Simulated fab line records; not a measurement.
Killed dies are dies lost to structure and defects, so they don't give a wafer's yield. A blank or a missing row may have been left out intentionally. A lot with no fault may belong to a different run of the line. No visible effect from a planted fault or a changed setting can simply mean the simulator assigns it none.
Which tool is to blame? ; flow berkeleyCmos170 ; 15 lots, 45 wafers sampled, at 4 steps of a route of 331

== WHAT EACH GAUGE READ, for each wafer ==
UCB170_NLDD_OVL_MEAS_07.
lot;measured;on;NLDD_OVL (nm)
L916;day 7 13:11;overlay-01;1 -1 1
L917;day 7 14:02;overlay-01;-1 -2 0
L918;day 7 12:29;overlay-02;1 -3 -7
L920;day 8 01:33;overlay-02;-10 -8 -14
L924;day 8 17:46;overlay-01;-1 0 -3
L925;day 8 18:29;overlay-01;-1 2 -2
L927;day 9 10:33;overlay-02;-5 3 0
L926;day 9 12:14;overlay-02;-6 -6 -12
L929;day 10 02:40;overlay-01;- - -
L931;day 10 02:56;overlay-01;- - -
L930;day 10 02:47;overlay-02;- - -
L932;day 10 19:05;overlay-02;-7 -9 -2
L933;day 11 05:55;overlay-01;9 5 2
L938;day 11 19:02;overlay-01;-5 -4 -4
L939;day 12 00:13;overlay-01;3 -3 -3

== WHAT TOOL EACH LOT RAN ON (gives the tool, then ch and the chambers of the sampled wafers, and finally the start) ==
lot;UCB170_ACTIVE_STRIP_16;UCB170_NVT_STRIP_08;UCB170_NLDD_DEVELOP_05
L916;plasmaAsher-03 ch 0,1, day 5 01:54;plasmaAsher-01 ch 0,1, day 6 13:52;lithoTrack-02 ch 0, day 7 12:00
L917;plasmaAsher-02 ch 0,1, day 5 02:08;plasmaAsher-04 ch 0,1, day 6 14:22;lithoTrack-02 ch 0, day 7 13:00
L918;plasmaAsher-04 ch 0,1, day 5 07:01;plasmaAsher-03 ch 0,1, day 6 13:33;lithoTrack-04 ch 0, day 7 12:00
L920;plasmaAsher-04 ch 0,1, day 5 19:00;plasmaAsher-01 ch 0,1, day 7 06:58;lithoTrack-02 ch 0, day 8 01:00
L924;plasmaAsher-03 ch 0,1, day 6 04:02;plasmaAsher-01 ch 0,1, day 7 20:17;lithoTrack-02 ch 0, day 8 17:00
L925;plasmaAsher-04 ch 0,1, day 6 04:09;plasmaAsher-04 ch 0,1, day 7 19:53;lithoTrack-02 ch 0, day 8 18:00
L927;plasmaAsher-02 ch 0,1, day 6 23:00;plasmaAsher-04 ch 0,1, day 8 10:52;lithoTrack-01 ch 0, day 9 10:00
L926;plasmaAsher-02 ch 0,1, day 6 23:34;plasmaAsher-03 ch 0, day 8 10:32;lithoTrack-04 ch 0, day 9 12:00
L929;plasmaAsher-02 ch 0,1, day 7 13:13;plasmaAsher-03 ch 0,1, day 9 03:50;lithoTrack-04, day 10 02:00
L931;plasmaAsher-04 ch 0,1, day 7 19:07;plasmaAsher-01 ch 0,1, day 9 03:47;lithoTrack-04, day 10 02:00
L930;plasmaAsher-03 ch 0,1, day 7 19:23;plasmaAsher-04 ch 0,1, day 9 03:56;lithoTrack-02, day 10 02:00
L932;plasmaAsher-02 ch 0,1, day 8 11:29;plasmaAsher-01 ch 0,1, day 9 21:36;lithoTrack-04 ch 0, day 10 18:00
L933;plasmaAsher-04 ch 0,1, day 8 18:56;plasmaAsher-03 ch 0,1, day 10 09:48;lithoTrack-04 ch 0, day 11 05:00
L938;plasmaAsher-03 ch 0,1, day 9 09:14;plasmaAsher-01 ch 0,1, day 10 21:20;lithoTrack-02 ch 0, day 11 18:00
L939;plasmaAsher-04 ch 0, day 9 18:53;plasmaAsher-04 ch 0,1, day 11 02:41;lithoTrack-04 ch 0, day 11 23:00
- UCB170_ACTIVE_STRIP_16: strips in O2.
- UCB170_NVT_STRIP_08: strips in O2.
- UCB170_NLDD_DEVELOP_05: develop time 45 s.

== WHAT THE TOOLS THEMSELVES READ (means of the sampled wafers that have a number; where no wafer has one, the mark that the record gives instead) ==
UCB170_ACTIVE_STRIP_16.
lot;tool;drypumpMotorCurrentA (A);oesProductAu (a.u.);stripTimeToEndpointS (s)
L916;plasmaAsher-03;5.2;0.718;18.03
L917;plasmaAsher-02;5.7;0.722;18.04
L918;plasmaAsher-04;5.1;0.720;18.03
L920;plasmaAsher-04;5.1;0.719;18.04
L924;plasmaAsher-03;5.2;0.726;18.18
L925;plasmaAsher-04;5.1;0.716;18.18
L927;plasmaAsher-02;5.7;0.723;18.08
L926;plasmaAsher-02;5.4;0.724;18.09
L929;plasmaAsher-02;5.7;0.724;18.10
L931;plasmaAsher-04;5.6;0.720;17.97
L930;plasmaAsher-03;5.6;0.718;18.06
L932;plasmaAsher-02;5.7;0.727;18.17
L933;plasmaAsher-04;5.1;0.717;18.03
L938;plasmaAsher-03;5.6;0.718;18.09
L939;plasmaAsher-04;6.0;0.721;18.19

UCB170_NVT_STRIP_08.
lot;tool;drypumpMotorCurrentA (A);oesProductAu (a.u.);stripTimeToEndpointS (s)
L916;plasmaAsher-01;5.9;0.732;21.61
L917;plasmaAsher-04;5.6;0.740;21.70
L918;plasmaAsher-03;5.6;0.739;21.58
L920;plasmaAsher-01;5.8;0.737;21.61
L924;plasmaAsher-01;6.2;0.740;21.71
L925;plasmaAsher-04;5.1;0.730;21.61
L927;plasmaAsher-04;5.1;0.734;21.64
L926;plasmaAsher-03;5.9;0.736;21.58
L929;plasmaAsher-03;5.2;0.732;21.57
L931;plasmaAsher-01;6.2;0.730;21.50
L930;plasmaAsher-04;5.1;0.735;21.64
L932;plasmaAsher-01;5.9;0.736;21.59
L933;plasmaAsher-03;5.6;0.739;21.58
L938;plasmaAsher-01;5.9;0.734;21.50
L939;plasmaAsher-04;5.6;0.730;21.65

UCB170_NLDD_DEVELOP_05.
lot;tool;chillPlateTempC (C)
L916;lithoTrack-02;22.94
L917;lithoTrack-02;22.98
L918;lithoTrack-04;23.01
L920;lithoTrack-02;22.93
L924;lithoTrack-02;22.96
L925;lithoTrack-02;22.97
L927;lithoTrack-01;23.05
L926;lithoTrack-04;22.91
L929;lithoTrack-04;-
L931;lithoTrack-04;-
L930;lithoTrack-02;-
L932;lithoTrack-04;22.97
L933;lithoTrack-04;22.99
L938;lithoTrack-02;22.94
L939;lithoTrack-04;23.02

== THE ANSWER, worked out from the rows above alone ==
Rule: the usual values come from the lots themselves. The widest of any qualifying gaps counts: lots, ordered by their means at a reading, are off when they make up no more than a third of the lots, leave a main group of 4 or more, and stand apart from it by 3 or more times the standard deviation of that group's means. A main group is skipped when, at the precision printed for the reading in the tables above, its means are all equal. Also off: a lot with no number at a reading for which 4 or more lots have one. The other lots that the step has rows for count as sound. First the gauges in route order, then the tools' own readings, where a lot's mean is used as printed above. The first step at which some lot is off is used, and at that step the reading that is off furthest; a lot without a number counts as furthest.
Off: L929, L931, L930, seen at UCB170_NLDD_OVL_MEAS_07 (NLDD_OVL). Without a number there: L929, L931, L930. Main group: mean -3 nm, sd 4.
If a tool, at a process step before that reading, ran all the lots that are off and no sound lot after the first of them, it fits. The gauges at UCB170_NLDD_OVL_MEAS_07 aren't tried: what is off there is off at UCB170_NLDD_DEVELOP_05 too, on other tools, and a gauge's error can't cause that. Of those tried, none fits.

== WHAT THE SIMULATOR HAD PUT IN ==
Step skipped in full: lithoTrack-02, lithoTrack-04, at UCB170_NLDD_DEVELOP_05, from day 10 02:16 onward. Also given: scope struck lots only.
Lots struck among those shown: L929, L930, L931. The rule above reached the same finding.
